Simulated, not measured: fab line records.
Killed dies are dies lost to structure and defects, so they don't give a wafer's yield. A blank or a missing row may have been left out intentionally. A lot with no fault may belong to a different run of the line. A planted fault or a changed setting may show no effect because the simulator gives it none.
Which tool did it? || flow berkeley cmos170 || Sampling: 14 lots, 42 wafers, 2 of 331 route steps

WHAT EACH GAUGE READ, for each wafer
UCB170_PLDD_CD_MEAS_06: the cd target is 1200 nm.
{"lot": "L825", "measured": "day 7 00:26", "on": "cd sem-01", "cd nm (nm)": "1201.9 1201.6 1201.7"}
{"lot": "L822", "measured": "day 7 00:42", "on": "cd sem-01", "cd nm (nm)": "1200.6 1199.9 1200.9"}
{"lot": "L824", "measured": "day 7 00:59", "on": "cd sem-01", "cd nm (nm)": "1200.5 1200.5 1200.6"}
{"lot": "L823", "measured": "day 7 01:04", "on": "cd sem-02", "cd nm (nm)": "1201.6 1201.7 1202.8"}
{"lot": "L827", "measured": "day 7 10:22", "on": "cd sem-02", "cd nm (nm)": "1200.6 1201.0 1201.2"}
{"lot": "L826", "measured": "day 7 10:38", "on": "cd sem-01", "cd nm (nm)": "1200.1 1199.3 1199.9"}
{"lot": "L832", "measured": "day 8 09:52", "on": "cd sem-02", "cd nm (nm)": "1199.0 1199.7 1199.1"}
{"lot": "L833", "measured": "day 8 21:18", "on": "cd sem-01", "cd nm (nm)": "1204.2 1204.5 1202.3"}
{"lot": "L834", "measured": "day 8 22:02", "on": "cd sem-01", "cd nm (nm)": "1198.8 1199.6 1199.0"}
{"lot": "L835", "measured": "day 9 02:42", "on": "cd sem-01", "cd nm (nm)": "1211.1 1211.3 1211.2"}
{"lot": "L836", "measured": "day 9 03:03", "on": "cd sem-02", "cd nm (nm)": "1198.7 1197.4 1198.0"}
{"lot": "L837", "measured": "day 9 13:53", "on": "cd sem-02", "cd nm (nm)": "1210.5 1212.8 1210.8"}
{"lot": "L841", "measured": "day 10 10:02", "on": "cd sem-01", "cd nm (nm)": "1197.4 1197.5 1199.4"}
{"lot": "L843", "measured": "day 10 19:29", "on": "cd sem-01", "cd nm (nm)": "1201.6 1201.5 1201.7"}

WHICH TOOL RAN EACH LOT (tool, then ch and the chambers of the sampled wafers, then the start)
{"lot": "L825", "UCB170_PLDD_SOFTBAKE_02": "litho track-02 ch 0, day 6 23:43"}
{"lot": "L822", "UCB170_PLDD_SOFTBAKE_02": "litho track-04 ch 0, day 6 23:50"}
{"lot": "L824", "UCB170_PLDD_SOFTBAKE_02": "litho track-02 ch 0, day 7 00:11"}
{"lot": "L823", "UCB170_PLDD_SOFTBAKE_02": "litho track-04 ch 0, day 7 00:16"}
{"lot": "L827", "UCB170_PLDD_SOFTBAKE_02": "litho track-04 ch 0, day 7 09:07"}
{"lot": "L826", "UCB170_PLDD_SOFTBAKE_02": "litho track-03 ch 0, day 7 09:29"}
{"lot": "L832", "UCB170_PLDD_SOFTBAKE_02": "litho track-04 ch 0, day 8 08:49"}
{"lot": "L833", "UCB170_PLDD_SOFTBAKE_02": "litho track-04 ch 0, day 8 20:36"}
{"lot": "L834", "UCB170_PLDD_SOFTBAKE_02": "litho track-04 ch 0, day 8 21:03"}
{"lot": "L835", "UCB170_PLDD_SOFTBAKE_02": "litho track-04 ch 0, day 9 02:10"}
{"lot": "L836", "UCB170_PLDD_SOFTBAKE_02": "litho track-03 ch 0, day 9 02:23"}
{"lot": "L837", "UCB170_PLDD_SOFTBAKE_02": "litho track-04 ch 0, day 9 12:47"}
{"lot": "L841", "UCB170_PLDD_SOFTBAKE_02": "litho track-02 ch 0, day 10 09:10"}
{"lot": "L843", "UCB170_PLDD_SOFTBAKE_02": "litho track-03 ch 0, day 10 18:56"}
- UCB170_PLDD_SOFTBAKE_02: time 60 s.

AS READ BY THE TOOLS THEMSELVES (means over the sampled wafers that have a number; for cases with no such wafer, the mark the record gives instead)
UCB170_PLDD_SOFTBAKE_02.
{"lot": "L825", "tool": "litho track-02", "heater power total W (W)": 56.78, "plate temp C (C)": 130.00}
{"lot": "L822", "tool": "litho track-04", "heater power total W (W)": 56.80, "plate temp C (C)": 130.12}
{"lot": "L824", "tool": "litho track-02", "heater power total W (W)": 56.79, "plate temp C (C)": 130.14}
{"lot": "L823", "tool": "litho track-04", "heater power total W (W)": 56.82, "plate temp C (C)": 130.04}
{"lot": "L827", "tool": "litho track-04", "heater power total W (W)": 56.88, "plate temp C (C)": 129.95}
{"lot": "L826", "tool": "litho track-03", "heater power total W (W)": 56.81, "plate temp C (C)": 129.96}
{"lot": "L832", "tool": "litho track-04", "heater power total W (W)": 56.81, "plate temp C (C)": 130.07}
{"lot": "L833", "tool": "litho track-04", "heater power total W (W)": 56.80, "plate temp C (C)": 129.89}
{"lot": "L834", "tool": "litho track-04", "heater power total W (W)": 56.84, "plate temp C (C)": 129.91}
{"lot": "L835", "tool": "litho track-04", "heater power total W (W)": 59.26, "plate temp C (C)": 134.38}
{"lot": "L836", "tool": "litho track-03", "heater power total W (W)": 56.74, "plate temp C (C)": 130.03}
{"lot": "L837", "tool": "litho track-04", "heater power total W (W)": 59.24, "plate temp C (C)": 134.26}
{"lot": "L841", "tool": "litho track-02", "heater power total W (W)": 56.76, "plate temp C (C)": 130.02}
{"lot": "L843", "tool": "litho track-03", "heater power total W (W)": 56.83, "plate temp C (C)": 129.87}

THE ANSWER, worked out from the rows above alone
Rule: usual is defined by the lots themselves. The widest of any qualifying gaps counts: lots, ordered by their means at a reading, are off when they make up no more than a third of the lots, leave a main group of 4 or more, and stand apart from it by 3 or more times the standard deviation of that group's means. A main group whose means are all the same, to the digits that the tables above print for the reading, isn't used. Also off: a lot with no number at a reading for which 4 or more lots have one. Where the step has rows for the other lots, those lots are counted as sound. First the gauges in route order, then the tools' own readings, where a lot's mean is used as printed above. The first step at which some lot is off is used, and at that step the reading that is off furthest; a lot without a number counts as furthest.
Off at UCB170_PLDD_CD_MEAS_06 (cd nm): L835, L837. Main group: mean 1200.4 nm, sd 1.6.
If a tool, at a process step before that reading, ran all the lots that are off and no sound lot after the first of them, it fits. Not tried: the gauges at UCB170_PLDD_CD_MEAS_06; whatever is off there is also off at UCB170_PLDD_SOFTBAKE_02, on other tools, and gauge error can't account for it. One fits: UCB170_PLDD_SOFTBAKE_02 on litho track-04. Its last sound lot is L834 (day 8 21:03), its first lot that is off L835 (day 9 02:10): a fault that began between those two fits.
The tool's own readings at UCB170_PLDD_SOFTBAKE_02 bear it out: on the lots that are off they differ by more than 5 times the standard deviation of the sound lots' means. heater power total W reads 59.25 W there against 56.80 W on the sound lots; plate temp C reads 134.32 C there against 130.00 C on the sound lots.

WHAT THE SIMULATOR PUT IN
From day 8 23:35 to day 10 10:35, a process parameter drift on litho track-04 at UCB170_PLDD_SOFTBAKE_02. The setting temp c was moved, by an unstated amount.
Shown lots that were struck: L835, L837. The rule above found the same.
